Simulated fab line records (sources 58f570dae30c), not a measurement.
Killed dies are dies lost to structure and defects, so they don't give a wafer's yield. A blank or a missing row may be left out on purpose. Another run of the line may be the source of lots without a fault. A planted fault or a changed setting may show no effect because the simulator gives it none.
Commonality check across tools    flow berkeley_cmos170    Sample size 14 lots and 42 wafers

== WHY IT WAS OPENED ==
UCB170_NLDD_TW_MEAS_11, reading NLDD_TW: flagged on 2 of 14 lots. No-fault wafers: 2206, standard deviation 20.
Rule: a lot is flagged when every wafer of it that has a number lies more than 4 standard deviations from that mean, or none has a number. All remaining lots are regarded as sound.

lot   measured      on             NLDD_TW, wafer by wafer  flag
L187  day 7 13:40   film_metro-04  2193 2198 2185           
L188  day 7 23:44   film_metro-02  2228 2223 2233           
L190  day 8 00:01   film_metro-02  2237 2242 2228           
L191  day 8 16:05   film_metro-01  2221 2217 2226           
L193  day 8 16:23   film_metro-04  2202 2182 2200           
L192  day 8 16:38   film_metro-04  2319 2313 2320           FLAGGED
L198  day 9 14:02   film_metro-01  2338 2319 2323           FLAGGED
L203  day 10 12:02  film_metro-04  2199 2192 2194           
L205  day 10 22:10  film_metro-04  2173 2189 2185           
L204  day 10 22:37  film_metro-02  2225 2228 2228           
L208  day 11 14:19  film_metro-04  2181 2184 2188           
L206  day 11 15:08  film_metro-02  2212 2224 2217           
L209  day 12 01:55  film_metro-02  2227 2228 2226           
L210  day 12 02:08  film_metro-01  2218 2212 2231           
On average the flagged lots' numbers are 2322, which is +116 against the usual, or +6 standard deviations.

== LOT BY LOT: THE TOOL USED ==
The record holds 2 process steps before the reading, out of a route of 331 steps. Every cell lists first the tool, next ch and the chambers used by the sampled wafers, and last the start.
lot   flag     UCB170_PFIELD_STRIP_08               UCB170_NLDD_IMPLANT_09
L187           plasma_asher-01 ch 0,1, day 5 00:47  implanter-04 ch 0, day 7 13:25
L188           plasma_asher-03 ch 0,1, day 5 11:32  implanter-03 ch 0, day 7 23:29
L190           plasma_asher-01 ch 0,1, day 5 12:10  implanter-04 ch 0, day 7 23:47
L191           plasma_asher-01 ch 0,1, day 5 23:59  implanter-04 ch 0, day 8 15:52
L193           plasma_asher-02 ch 0,1, day 6 13:03  implanter-03 ch 0, day 8 16:10
L192  FLAGGED  plasma_asher-03 ch 0,1, day 5 23:48  implanter-04 ch 0, day 8 16:25
L198  FLAGGED  plasma_asher-01 ch 0,1, day 7 09:50  implanter-04 ch 0, day 9 13:49
L203           plasma_asher-01 ch 0,1, day 7 19:05  implanter-03 ch 0, day 10 11:46
L205           plasma_asher-01 ch 0,1, day 8 11:31  implanter-03 ch 0, day 10 21:56
L204           plasma_asher-02 ch 0,1, day 8 12:41  implanter-02 ch 0, day 10 22:22
L208           plasma_asher-03 ch 0,1, day 8 22:25  implanter-03 ch 0, day 11 14:04
L206           plasma_asher-02 ch 0, day 8 22:11    implanter-02 ch 0, day 11 14:53
L209           plasma_asher-02 ch 0,1, day 9 13:03  implanter-02 ch 0, day 12 01:43
L210           plasma_asher-03 ch 0,1, day 9 13:08  implanter-03 ch 0, day 12 01:55
These steps, and what they do:
- UCB170_PFIELD_STRIP_08: strips in O2.
- UCB170_NLDD_IMPLANT_09
- UCB170_NLDD_TW_MEAS_11

== FLAGGED OVER TOTAL, TOOL BY TOOL (the gauges that took the reading come last) ==
step                    tool             lots run  flagged  share of the flagged lots  sound lots run after its first flagged lot
UCB170_PFIELD_STRIP_08  plasma_asher-01  6         1        some                       2 (L203,L205)
UCB170_PFIELD_STRIP_08  plasma_asher-02  4         0        none                       -
UCB170_PFIELD_STRIP_08  plasma_asher-03  4         1        some                       2 (L208,L210)
UCB170_NLDD_IMPLANT_09  implanter-02     3         0        none                       -
UCB170_NLDD_IMPLANT_09  implanter-03     6         0        none                       -
UCB170_NLDD_IMPLANT_09  implanter-04     5         2        all                        0
UCB170_NLDD_TW_MEAS_11  film_metro-01    3         1        some                       1 (L210)
UCB170_NLDD_TW_MEAS_11  film_metro-02    5         0        none                       -
UCB170_NLDD_TW_MEAS_11  film_metro-04    6         1        some                       3 (L203,L205,L208)

== WHAT THE TABLE ALLOWS ==
Rows of the table that ran each flagged lot: 1, that is implanter-04 at UCB170_NLDD_IMPLANT_09.
- implanter-04 at UCB170_NLDD_IMPLANT_09: 2 of its 5 lots flagged. Its last sound lot is L191 (day 8 15:52), its first flagged lot L192 (day 8 16:25): a fault that began between those two fits. Its own readings lie more than 4 standard deviations out on every wafer of the flagged lots: beam_energy_keV.
implanter-04 at UCB170_NLDD_IMPLANT_09 is the single tool remaining.

== WHAT THE SIMULATOR PUT IN ==
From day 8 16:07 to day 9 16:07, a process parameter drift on implanter-04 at UCB170_NLDD_IMPLANT_09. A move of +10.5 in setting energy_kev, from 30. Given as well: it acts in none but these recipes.
Shown lots that were struck: L192, L198. The rule above found the same.
